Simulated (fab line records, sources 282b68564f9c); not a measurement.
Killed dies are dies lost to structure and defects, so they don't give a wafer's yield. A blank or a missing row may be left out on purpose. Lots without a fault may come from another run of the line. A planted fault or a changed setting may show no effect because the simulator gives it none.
fab line records | flow rit_cmos
record lots=6 wafers=18 last_day=7
route steps=202 shown CONTACT@172 M1@184
lots that met no fault: from a run of the same line without faults
start_h: hours from the record's first day to the start of the lot's first wafer shown | wait_h: hours since the lot's step before | " the same as in the row above | L1.1+2: a row that stands for several wafers | - no value, or no start given | * or withheld: withheld | < > ~ a bound
route shown NAME@n: a module of which the file shows steps, and the number in the route of the first | usual: mean/standard deviation of fault-free wafers | same: alike in all rows | chamber/n: place in a boat | sites: the reading at each site | _std_site: their standard deviation | _edge_site: outer sites' mean less inner sites' | radius_mm: how far each site lies from the wafer's centre | mask NAME#n: copy n | behind: the tool/chamber that last shaped the wafer | hold: why the lot was held/for how many hours/how that ended | device: the transistor (n, p or np) that didn't switch | end of line: the same wafers' tests at the end of the route | a step without rows: its recipe alone | killed: dies lost to structure and defects at the first sort, not the wafer's yield | map: a wafer's dies, x killed, . not, _ none there
set.NAME: the setting as run; set.NAME@STEP: as run at that earlier step | model.NAME: the simulator's own value behind a step, which no gauge read
lots at some steps of the route; a table a step, a row a wafer
services: from which hour (start_h, from the record's first day; less than 0 if before it) a tool's chamber was out of use, for how many hours, and why
## steps
# step RIT_CONTACT_SOFTBAKE_04
# recipe resist=NOVOLAK temp_c=90 time_s=60
# step RIT_CONTACT_EXPOSE_05
# recipe mask_id=M11 na=0.6 source_shape=conventional sigma_outer=0.5 target_cd_nm=1000 dose_mj=250
# step RIT_CONTACT_PEB_06
# recipe resist=NOVOLAK temp_c=withheld time_s=withheld
# step RIT_CONTACT_DEVELOP_07
# recipe resist=NOVOLAK develop_time_s=120 dev_temp_c=23.39
# step RIT_CONTACT_CD_MEAS_08
# recipe target_cd_nm=1000
# usual cd_nm=999.7/1.7
# columns lot.wafer tool chamber start_h wait_h cd_nm
L103.1 cd_sem-01 - 65.34 - 1000.8
L103.2 " - " " 999.9
L103.3 " - " " 1001.4
L114.1 cd_sem-01 - 119.61 - 998.1
L114.5 " - " " 996.6
L114.6 " - " " 996.7
L115.2 cd_sem-01 - 124.66 - 1002.8
L115.3 " - " " 1001.5
L115.4 " - " " 1000.0
L121.1 cd_sem-02 - 153.78 - 999.3
L121.3 " - " " 1001.1
L121.6 " - " " 1002.7
L123.2 cd_sem-02 - 167.13 - 999.7
L123.3 " - " " 1000.0
L123.6 " - " " 997.2
L124.1 cd_sem-02 - 169.63 - 1001.0
L124.2 " - " " 1000.1
L124.5 " - " " 1000.3
# step RIT_CONTACT_OVL_MEAS_09
# usual CONTACT_OVL=0.1/1.4
# columns lot.wafer tool chamber start_h wait_h CONTACT_OVL[nm]
L103.1 overlay-01 - 65.46 0.1 2.6
L103.2 " - " " 1.3
L103.3 " - " " 3.0
L114.1 overlay-01 - 119.73 0.1 -2.1
L114.5 " - " " -0.6
L114.6 " - " " -2.4
L115.2 overlay-01 - 124.76 0.1 -0.8
L115.3 " - " " 0.2
L115.4 " - " " 0.1
L121.1 overlay-01 - 153.90 0.1 1.2
L121.3 " - " " 1.1
L121.6 " - " " 0.7
L123.2 overlay-01 - 167.24 0.1 -1.9
L123.3 " - " " -1.9
L123.6 " - " " -2.5
L124.1 overlay-01 - 169.75 0.1 2.0
L124.2 " - " " 0.7
L124.5 " - " " 1.3
# step RIT_CONTACT_HARDBAKE_10
# recipe resist=NOVOLAK temp_c=140 time_s=60
# step RIT_CONTACT_ETCH_11
# recipe target_depth_a=4800 over_etch_frac=0.2 stop_on=TiSi2 chemistry=CHF3/CF4/Ar target=SiO2 CHF3_flow_sccm=50 cf4_flow_sccm=10 Ar_flow_sccm=100 O2_flow_sccm=5 pressure_mtorr=100 rf_w=200 time_s=320
# usual drypump_motor_current_A=5.7/0.33 oes_product_au=0.991/0.015 rf_fwd_power_W=199.7/0.56 throttle_valve_pct=8.96/0.14
# columns lot.wafer tool chamber start_h wait_h drypump_motor_current_A oes_product_au rf_fwd_power_W rf_hours_counter_h throttle_valve_pct
L103.1 rie_diel-03 1 65.65 0.1 5.9 0.979 199.9 126 9.02
L103.2 " 0 " " 5.3 1.019 199.2 115 8.98
L103.3 " 3 " " 5.9 0.959 199.7 43 8.92
L114.1 rie_diel-01 3 119.92 0.1 5.7 0.992 200.0 2 9.18
L114.5 " 3 " " 5.7 0.983 199.3 - 9.15
L114.6 " 2 " " 5.6 1.007 200.7 - 8.90
L115.2 rie_diel-03 2 124.94 0.1 5.5 1.003 198.3 7 9.14
L115.3 " 0 " " 5.3 1.018 200.0 116 8.97
L115.4 " 3 " " 5.9 0.977 199.4 45 8.92
L121.1 rie_diel-03 0 154.09 0.1 5.3 1.019 199.7 117 8.98
L121.3 " 3 " " 5.9 0.963 198.8 45 8.93
L121.6 " 0 " " 5.3 1.028 199.8 - 8.97
L123.2 rie_diel-03 2 167.42 0.1 5.5 0.995 199.4 8 9.15
L123.3 " 1 " " 5.8 0.979 200.5 128 9.03
L123.6 " 1 " " 5.9 0.978 199.5 - 9.03
L124.1 rie_diel-01 2 169.97 0.1 5.6 1.003 200.1 9 8.89
L124.2 " 0 " " 6.4 0.985 200.1 1 9.02
L124.5 " 3 " " 5.6 0.989 200.3 - 9.15
# step RIT_CONTACT_STRIP_12
# recipe chemistry=O2 time_s=180 resist=NOVOLAK platen_temp_c=withheld power_w=500 pressure_mtorr=4000 o2_flow_sccm=4000
# usual drypump_motor_current_A=5.57/0.29
# columns lot.wafer tool chamber start_h wait_h drypump_motor_current_A rf_hours_counter_h
L103.1 plasma_asher-04 0 65.84 0.1 5.40 43
L103.2 " 1 " " 4.87 43
L103.3 " 1 " " 4.87 -
L114.1 plasma_asher-02 1 120.11 0.1 5.70 0
L114.5 " 0 " " 5.76 -
L114.6 " 1 " " 5.71 -
L115.2 plasma_asher-04 0 125.14 0.1 5.41 51
L115.3 " 1 " " 4.87 -
L115.4 " 0 " " 5.39 -
L121.1 plasma_asher-02 1 154.28 0.1 5.73 4
L121.3 " 1 " " 5.69 -
L121.6 " 1 " " 5.71 -
L123.2 plasma_asher-01 0 167.61 0.1 5.20 39
L123.3 " 0 " " 5.18 -
L123.6 " 1 " " 5.71 -
L124.1 plasma_asher-02 0 170.16 0.1 5.82 6
L124.2 " 1 " " 5.73 6
L124.5 " 1 " " 5.72 -
# step RIT_CONTACT_CD_MEAS_90
# recipe target_cd_nm=1000
# usual cd_nm=999.8/1.7
# columns lot.wafer tool chamber start_h wait_h cd_nm
L103.1 cd_sem-02 - 66.02 0.1 1001.0
L103.2 " - " " 1000.1
L103.3 " - " " 1001.1
L114.1 cd_sem-01 - 120.29 0.1 998.2
L114.5 " - " " 997.0
L114.6 " - " " 996.4
L115.2 cd_sem-01 - 125.33 0.1 1003.1
L115.3 " - " " 1001.5
L115.4 " - " " 1000.2
L121.1 cd_sem-02 - 154.46 0.1 999.0
L121.3 " - " " 1001.9
L121.6 " - " " 1002.4
L123.2 cd_sem-01 - 167.81 0.1 999.9
L123.3 " - " " 1000.2
L123.6 " - " " 997.4
L124.1 cd_sem-01 - 170.34 0.1 1001.0
L124.2 " - " " 999.8
L124.5 " - " " 1000.1
# step RIT_CONTACT_CLEAN_13
# recipe chemistry=SC1 mix=3:3:50 time_s=600 temp_c=75
# step RIT_CONTACT_CLEAN_14
# recipe chemistry=SC2 mix=3:3:50 time_s=600 temp_c=75 dry=n2_spin
# step RIT_M1_SPUTTER_00
# recipe material=Al target_thk_nm=400 power_w=2000 chamber_pressure_pa=0.4 gas=Ar time_s=500 substrate_temp_c=25
# usual chamber_pressure_pa=0.4002/0.00067 throttle_valve_pct=30.0/1.1
# columns lot.wafer tool chamber start_h wait_h chamber_pressure_pa throttle_valve_pct model.Al_of_M1_SPUTTER_00.thk_nm
L103.1 pvd_sputter-03 - 66.49 0.0 0.3998 28.7 394.7
L103.2 " - " " 0.4008 28.8 402.1
L103.3 " - " " 0.3993 29.7 391.4
L114.1 pvd_sputter-03 - 120.76 0.0 0.4008 28.8 405.9
L114.5 " - " " 0.4008 29.8 400.3
L114.6 " - " " 0.4006 28.9 400.2
L115.2 pvd_sputter-04 - 125.78 0.0 0.4017 29.3 400.3
L115.3 " - " " 0.4000 31.2 396.2
L115.4 " - " " 0.4000 29.0 396.3
L121.1 pvd_sputter-04 - 154.96 0.0 0.3526 31.1 405.9
L121.3 " - " " 0.3518 33.4 409
L121.6 " - " " 0.3536 33.8 406.8
L123.2 pvd_sputter-03 - 168.27 0.0 0.4002 31.2 401.9
L123.3 " - " " 0.3995 28.3 402.3
L123.6 " - " " 0.4010 30.7 398.7
L124.1 pvd_sputter-04 - 170.86 0.0 0.3513 30.9 414
L124.2 " - " " 0.3513 31.4 411.4
L124.5 " - " " 0.3514 33.5 412.7
# step RIT_M1_RS_MEAS_01
# recipe thk_meas_gauge=four-point-probe reads=Al_of_M1_SPUTTER_00
# usual M1_AL_RS=0.0737/0.00071
# columns lot.wafer tool chamber start_h wait_h M1_AL_RS[ohm/sq]
L103.1 film_metro-03 - 66.78 0.1 0.0744
L103.2 " - " " 0.0730
L103.3 " - " " 0.0751
L114.1 film_metro-02 - 121.05 0.1 0.0724
L114.5 " - " " 0.0731
L114.6 " - " " 0.0733
L115.2 film_metro-02 - 126.10 0.2 0.0733
L115.3 " - " " 0.0741
L115.4 " - " " 0.0740
L121.1 film_metro-02 - 155.26 0.1 0.0715
L121.3 " - " " 0.0711
L121.6 " - " " 0.0715
L123.2 film_metro-03 - 168.59 0.2 0.0730
L123.3 " - " " 0.0730
L123.6 " - " " 0.0734
L124.1 film_metro-03 - 171.15 0.1 0.0702
L124.2 " - " " 0.0709
L124.5 " - " " 0.0706
# step RIT_M1_THK_MEAS_02
# recipe thk_meas_gauge=xrf reads=Al_of_M1_SPUTTER_00
# usual M1_AL_THK=406/4.7
# columns lot.wafer tool chamber start_h wait_h M1_AL_THK[nm]
L103.1 film_metro-03 - 66.90 0.1 402
L103.2 " - " " 408
L103.3 " - " " 398
L114.1 film_metro-02 - 121.17 0.1 409
L114.5 " - " " 408
L114.6 " - " " 404
L115.2 film_metro-02 - 126.21 0.1 403
L115.3 " - " " 401
L115.4 " - " " 401
L121.1 film_metro-02 - 155.38 0.1 411
L121.3 " - " " 416
L121.6 " - " " 413
L123.2 film_metro-03 - 168.70 0.1 409
L123.3 " - " " 410
L123.6 " - " " 408
L124.1 film_metro-03 - 171.27 0.1 420
L124.2 " - " " 420
L124.5 " - " " 419
# step RIT_M1_HMDS_03
# recipe prime_time_s=60 prime_temp_c=140
# step RIT_M1_COAT_04
# recipe resist=NOVOLAK spin_rpm=2000 resist_thk_nm=1300
# step RIT_M1_SOFTBAKE_05
# recipe resist=NOVOLAK temp_c=90 time_s=60
# step RIT_M1_EXPOSE_06
# recipe mask_id=M12 na=0.6 source_shape=conventional sigma_outer=0.5 target_cd_nm=2600 dose_mj=250
# step RIT_M1_PEB_07
# recipe resist=NOVOLAK temp_c=withheld time_s=withheld
# step RIT_M1_DEVELOP_08
# recipe resist=NOVOLAK develop_time_s=68 dev_temp_c=22.44
# step RIT_M1_CD_MEAS_09
# recipe target_cd_nm=2600
# usual cd_nm=2600.4/2.1
# columns lot.wafer tool chamber start_h wait_h cd_nm
L103.1 cd_sem-01 - 67.98 - 2599.0
L103.2 " - " " 2597.1
L103.3 " - " " 2598.3
L114.1 cd_sem-01 - 122.11 - 2599.1
L114.5 " - " " 2601.9
L114.6 " - " " 2600.7
L115.2 cd_sem-02 - 127.16 - 2600.3
L115.3 " - " " 2600.6
L115.4 " - " " 2602.3
L121.1 cd_sem-02 - 156.44 - 2598.4
L121.3 " - " " 2598.8
L121.6 " - " " 2598.6
L123.2 cd_sem-01 - 169.96 - 2599.5
L123.3 " - " " 2602.6
L123.6 " - " " 2600.5
L124.1 cd_sem-02 - 172.41 - 2600.0
L124.2 " - " " 2602.5
L124.5 " - " " 2602.0
# step RIT_M1_OVL_MEAS_10
# usual M1_OVL=-0.3/1.5
# columns lot.wafer tool chamber start_h wait_h M1_OVL[nm]
L103.1 overlay-01 - 68.10 0.1 1.9
L103.2 " - " " 0.6
L103.3 " - " " 1.7
L114.1 overlay-02 - 122.23 0.1 0.7
L114.5 " - " " -1.6
L114.6 " - " " 0.0
L115.2 overlay-01 - 127.26 0.1 0.0
L115.3 " - " " 2.4
L115.4 " - " " 0.0
L121.1 overlay-01 - 156.56 0.1 -0.5
L121.3 " - " " -2.0
L121.6 " - " " -1.7
L123.2 overlay-02 - 170.07 0.1 -1.8
L123.3 " - " " -0.7
L123.6 " - " " -1.0
L124.1 overlay-02 - 172.53 0.1 -0.8
L124.2 " - " " -0.4
L124.5 " - " " -0.8
# step RIT_M1_HARDBAKE_11
# recipe resist=NOVOLAK temp_c=140 time_s=120
# step RIT_M1_METAL_ETCH_12
# recipe stop_on=SiO2 chemistry=Cl2/BCl3 target=Al time_s=165 over_etch_frac=0.5 pressure_mtorr=100 target_depth_a=6000 rf_w=250 Cl2_flow_sccm=60 bcl3_flow_sccm=50
# usual drypump_motor_current_A=5.76/0.21 oes_product_au=0.774/0.016 rf_fwd_power_W=248.9/0.78 throttle_valve_pct=8.30/0.13
# columns lot.wafer tool chamber start_h wait_h drypump_motor_current_A oes_product_au rf_fwd_power_W rf_hours_counter_h throttle_valve_pct model.etch.depth_nm model.M1.feature_depth_nm
L103.1 rie_metal-04 1 68.39 0.2 5.71 0.772 249.3 1 8.27 394.7 427.9
L103.2 " 0 " " 5.73 0.782 249.3 1 8.42 402.1 434.6
L103.3 " 0 " " 5.75 0.770 249.4 - 8.41 391.4 424.2
L114.1 rie_metal-03 1 122.52 0.2 6.20 0.807 249.4 3 8.12 405.9 437.2
L114.5 " 0 " " 5.72 0.769 248.5 - 8.34 400.3 432.3
L114.6 " 1 " " 6.19 0.794 247.5 - 8.11 400.2 431.8
L115.2 rie_metal-04 0 127.54 0.2 5.73 0.773 248.4 1 8.43 400.3 432.6
L115.3 " 1 " " 5.71 0.771 247.6 - 8.28 396.2 429.3
L115.4 " 0 " " 5.75 0.775 248.8 - 8.43 396.3 428.9
L121.1 rie_metal-01 1 156.85 0.2 5.51 0.774 249.0 0 8.17 405.9 438.8
L121.3 " 0 " " 5.70 0.781 249.0 - 8.46 409 441.7
L121.6 " 1 " " 5.56 0.783 248.9 - 8.15 406.8 439.4
L123.2 rie_metal-04 0 170.35 0.2 5.71 0.785 249.1 2 8.42 401.9 434.4
L123.3 " 0 " " 5.74 0.778 248.9 - 8.42 402.3 434.8
L123.6 " 1 " " 5.71 0.776 247.4 - 8.27 398.7 431.9
L124.1 rie_metal-01 1 172.82 0.2 5.57 0.786 249.4 0 8.17 414 446
L124.2 " 0 " " 5.66 0.787 248.0 0 8.47 411.4 443.9
L124.5 " 0 " " 5.67 0.786 249.1 - 8.47 412.7 445
# step RIT_M1_STRIP_13
# recipe chemistry=nmp resist=NOVOLAK temp_c=80 time_s=600 dry=n2_spin
# step RIT_M1_PROBE_99
# usual killed_at_front_end=7/3.1 killed_dies=7/3.1 killed_open=3.5/2.1 killed_short=3.5/2
# same gross_dies=264 killed_at_M0_to_M3=0 killed_at_M4_up=0 killed_at_back_side=0 killed_at_contacts=0 killed_at_other=0
# columns lot.wafer tool chamber start_h wait_h killed_at_front_end killed_dies killed_open killed_short model.etest.m1.rs_ohm_sq
L103.1 prober-01 - 70.64 0.1 7 7 5 2 0.07322
L103.2 prober-01 - 70.69 0.1 6 6 2 4 0.0716
L103.3 prober-01 - 70.74 0.2 9 9 5 4 0.07415
L114.1 prober-02 - 124.77 0.1 8 8 6 2 0.07142
L114.5 prober-02 - 124.97 0.2 7 7 2 5 0.07248
L114.6 prober-02 - 125.02 0.2 3 3 2 1 0.07214
L115.2 prober-01 - 129.89 0.1 7 7 2 5 0.07252
L115.3 prober-01 - 129.94 0.2 9 9 3 6 0.0736
L115.4 prober-01 - 129.99 0.2 6 6 0 6 0.07344
L121.1 prober-01 - 159.95 0.1 5 5 3 2 0.07168
L121.3 prober-01 - 160.05 0.2 1 1 0 1 0.07061
L121.6 prober-01 - 160.20 0.2 8 8 5 3 0.07121
L123.2 prober-02 - 172.65 0.1 6 6 4 2 0.07201
L123.3 prober-02 - 172.70 0.2 10 10 6 4 0.07228
L123.6 prober-02 - 172.85 0.2 3 3 3 0 0.07269
L124.1 prober-01 - 175.09 0.1 5 5 3 2 0.06986
L124.2 prober-01 - 175.14 0.1 8 8 3 5 0.07135
L124.5 prober-01 - 175.29 0.2 3 3 3 0 0.07056
# killed by level:class
L103.1 GATE:geometric_particle:open=2 FOX1:geometric_particle:open=1 FOX1:geometric_particle:short=1 REOX:geometric_particle:open=1 REOX:geometric_particle:short=1 SPACER:geometric_particle:open=1
L103.2 GATE:geometric_particle:short=3 FOX1:geometric_particle:open=1 SPACER:geometric_particle:short=1 SPACER:geometric_particle:open=1
L103.3 GATE:geometric_particle:open=3 FOX1:geometric_particle:open=1 FOX1:geometric_particle:short=1 FOX2:geometric_particle:short=1 GATE:geometric_particle:short=1 REOX:geometric_particle:open=1 REOX:geometric_particle:short=1
L114.1 REOX:geometric_particle:open=2 FOX1:geometric_particle:open=1 FOX2:geometric_particle:open=1 FOX2:geometric_particle:short=1 GATE:geometric_particle:open=1 SPACER:geometric_particle:short=1 SILICIDE:geometric_particle:open=1
L114.5 GATE:geometric_particle:short=3 GATE:geometric_particle:open=1 SPACER:geometric_particle:short=1 SILICIDE:geometric_particle:open=1 SILICIDE:geometric_particle:short=1
L114.6 GATE:geometric_particle:open=1 SPACER:geometric_particle:open=1 SPACER:geometric_particle:short=1
L115.2 FOX1:geometric_particle:short=2 FOX2:geometric_particle:open=1 FOX2:geometric_particle:short=1 GATE:geometric_particle:short=1 GATE:geometric_particle:open=1 SILICIDE:geometric_particle:short=1
L115.3 FOX2:geometric_particle:short=2 FOX2:geometric_particle:open=1 GATE:geometric_particle:short=1 GATE:geometric_particle:open=1 SILICIDE:geometric_particle:open=1 REOX:geometric_particle:short=1 SPACER:geometric_particle:short=1 SILICIDE:geometric_particle:short=1
L115.4 GATE:geometric_particle:short=2 SILICIDE:geometric_particle:short=2 FOX1:geometric_particle:short=1 REOX:geometric_particle:short=1
L121.1 FOX1:geometric_particle:short=1 FOX2:geometric_particle:open=1 GATE:geometric_particle:open=1 REOX:geometric_particle:short=1 REOX:geometric_particle:open=1
L121.3 FOX2:geometric_particle:short=1
L121.6 GATE:geometric_particle:open=3 GATE:geometric_particle:short=2 FOX1:geometric_particle:open=1 SPACER:geometric_particle:open=1 SPACER:geometric_particle:short=1
L123.2 GATE:geometric_particle:open=2 FOX1:geometric_particle:open=1 GATE:geometric_particle:short=1 REOX:geometric_particle:open=1 SPACER:geometric_particle:short=1
L123.3 GATE:geometric_particle:open=6 GATE:geometric_particle:short=3 SILICIDE:geometric_particle:short=1
L123.6 GATE:geometric_particle:open=2 SILICIDE:geometric_particle:open=1
L124.1 GATE:geometric_particle:open=3 GATE:geometric_particle:short=1 SILICIDE:geometric_particle:short=1
L124.2 GATE:geometric_particle:short=4 GATE:geometric_particle:open=2 SPACER:geometric_particle:short=1 SPACER:geometric_particle:open=1
L124.5 GATE:geometric_particle:open=2 REOX:geometric_particle:open=1
## services
# columns tool chamber start_h hours kind
rie_diel-01 0 55.11 2.8 repair
rie_diel-01 0 57.90 - clean
rie_diel-01 0 57.90 17.9 scheduled_down
rie_diel-01 0 57.90 17.9 vent_cycle
plasma_asher-04 - 68.29 2.8 pm
rie_metal-01 - 76.68 4.3 pm
plasma_asher-02 - 91.14 0.5 repair
plasma_asher-02 - 104.86 3.3 repair
plasma_asher-02 - 105.39 0.4 repair
plasma_asher-02 - 108.81 9.0 pm
plasma_asher-02 0 108.81 9.0 vent_cycle
plasma_asher-02 1 108.81 9.0 vent_cycle
rie_diel-03 0 111.88 6.7 repair
pvd_sputter-04 - 116.17 3.9 repair
plasma_asher-02 0 117.81 - clean
plasma_asher-02 1 117.81 - clean
rie_diel-03 0 128.77 15.3 repair
rie_metal-04 - 134.82 0.4 repair
rie_metal-01 - 136.12 20.0 pm
rie_metal-01 0 136.12 20.0 vent_cycle
rie_metal-01 1 136.12 20.0 vent_cycle
rie_metal-01 0 156.12 - clean
pvd_sputter-03 - 156.35 5.7 repair
pvd_sputter-04 - 158.75 11.4 repair
## key
first_sign step=RIT_M1_SPUTTER_00 reading=chamber_pressure_pa direction=down sigmas=72 usual=0.4002 struck=0.3520
effect step=RIT_M1_SPUTTER_00 reading=throttle_valve_pct direction=up sigmas=2.2 usual=30.0 struck=32.4
effect step=RIT_M1_RS_MEAS_01 reading=M1_AL_RS direction=down sigmas=3.9 usual=0.0737 struck=0.0710
effect step=RIT_M1_THK_MEAS_02 reading=M1_AL_THK direction=up sigmas=2.2 usual=406 struck=416
model_effect step=RIT_M1_SPUTTER_00 value=Al_of_M1_SPUTTER_00.thk_nm without=398.2 struck=409.9
model_effect step=RIT_M1_METAL_ETCH_12 value=etch.depth_nm without=398.2 struck=409.9
model_effect step=RIT_M1_PROBE_99 value=etest.m1.rs_ohm_sq without=0.07296 struck=0.07088
met_at RIT_M1_SPUTTER_00
struck_wafers L121.1,L121.3,L121.6,L124.1,L124.2,L124.5
tester_left_out L124
onset_between 125.78 154.96
earlier_fault kind=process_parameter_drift tool=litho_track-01 chamber=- onset_h=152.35 steps=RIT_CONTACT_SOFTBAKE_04 channel=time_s offset=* shape=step acts_in=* stated=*
earlier_fault kind=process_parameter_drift tool=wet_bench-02 chamber=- onset_h=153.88 steps=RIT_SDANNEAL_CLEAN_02 channel=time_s offset=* shape=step end_h=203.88 acts_in=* stated=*
fault kind=process_parameter_drift tool=pvd_sputter-04 chamber=- onset_h=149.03 steps=RIT_M1_SPUTTER_00 channel=chamber_pressure_pa offset=-0.048126 shape=step acts_in=these_recipes_only stated=0.4
# tester_left_out: of these lots the tester's yield and bins aren't shown, on N5 and GAA mostly nor the transistor test; their killed dies are dies lost to structure and defects alone, not to doping, threshold or leakage, so they don't give the yield
